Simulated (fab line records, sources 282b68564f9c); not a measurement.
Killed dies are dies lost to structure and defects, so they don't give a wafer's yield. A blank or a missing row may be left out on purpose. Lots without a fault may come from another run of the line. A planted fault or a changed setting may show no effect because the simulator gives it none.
A struck lot beside a sound one | flow rit_cmos | 14 steps out of a route of 202
Sound: wafers L555.2, L555.5, L555.6. Struck: wafers L550.1, L550.5, L550.6. The cause comes at the end.
At each step with rows: each side's tool, then ch and its chambers, then its first start. Under that, the readings that differ: sound wafers | struck wafers | difference of the means | sigmas: that difference in standard deviations of wafers without a fault.
alike: readings whose means differ by less than 2 such deviations, and words and numbers that are the same on both sides. not compared: withheld readings, readings that some wafer has no value for, bounds like >300 that may hide the same value, and numbers for which the record gives no deviation and whose values overlap.
The two part at a step that has a row with sigmas, a row that says differs or no value, or rows on one side only. Numbers that don't overlap but have no deviation are shown without sigmas and don't part them. A reading that every wafer of one side lacks parts them only if that side has two wafers or more.

first, 2 steps without rows for these wafers: RIT_PLDD_PEB_04; RIT_PLDD_DEVELOP_05 (develop time 50 s).
RIT_PLDD_OVL_MEAS_06:
  sound on overlay-01, day 7 04:08; struck on overlay-02, day 5 23:28
  alike: PLDD_OVL
then, 2 steps without rows for these wafers: RIT_PLDD_HARDBAKE_07 (time 60 s); RIT_PLDD_IMPLANT_08.
RIT_PLDD_STRIP_09: strips in O2, time 180 s.
  sound on plasma_asher-01 ch 0,1, day 7 04:28; struck on plasma_asher-01 ch 0,1, day 5 23:48
  alike: drypump_motor_current_A
  not compared: rf_hours_counter_h
RIT_PLDD_TW_MEAS_10:
  sound on film_metro-03, day 7 04:38; struck on film_metro-03, day 5 23:58
  alike: PLDD_TW
then, 4 steps without rows for these wafers: RIT_SPACER_CLEAN_00 (cleans in SC1, time 600 s); RIT_SPACER_CLEAN_01 (cleans in dHF, time 30 s); RIT_SPACER_CLEAN_02 (cleans in SC2, time 600 s); RIT_SPACER_CVD_03 (deposits Si3N4 from SiH2Cl2/NH3, target thk 250 nm, time 3300 s).
RIT_SPACER_THK_MEAS_04:
  sound on film_metro-04, day 7 07:01; struck on film_metro-04, day 6 02:22
  reading                 | sound             | struck            | difference | sigmas
  SPACER_NITRIDE_THK (nm) | 247.2 247.2 247.8 | 254.1 251.3 250.3 | +4.5       | +2
RIT_SPACER_ETCHBACK_05: etches Si3N4 in SF6/CHF3, stops on SiO2, target depth 250 nm, time 240 s.
  sound on rie_diel-01 ch 0,2,3, day 7 07:04; struck on rie_diel-04 ch 1,2,3, day 6 02:25
  no value came back on the struck wafers for any of 5 readings (CHF3_flow_sccm (sccm), SF6_flow_sccm (sccm) and others); on the sound wafers CHF3_flow_sccm (sccm) reads 30.01 30.01 29.82
  reading                                     | sound             | struck            | difference | sigmas
  model.poly-Si_of_GATE_CVD_08.thk_nm (nm)    | 170.1 168.4 170.6 | 230.3 231.1 231.9 | +61.4      |
  model.Si3N4_of_SPACER_CVD_03.thk_nm (nm)    | 196 194.7 196.6   | 254.1 251.2 250.3 | +56.1      |
  model.SiO2_of_FOX2_OXIDATION_00.thk_nm (nm) | 189.2 185.4 187.1 | 221.3 222.3 216.2 | +32.7      |
  not compared: rf_hours_counter_h
RIT_M1_PROBE_99:
  the record has rows for the struck wafers here (prober-01, day 6 17:25) and none for the sound ones

WHERE THEY PART
First at RIT_SPACER_THK_MEAS_04; last, within this record, at RIT_M1_PROBE_99.

WHY: what the simulator had put in
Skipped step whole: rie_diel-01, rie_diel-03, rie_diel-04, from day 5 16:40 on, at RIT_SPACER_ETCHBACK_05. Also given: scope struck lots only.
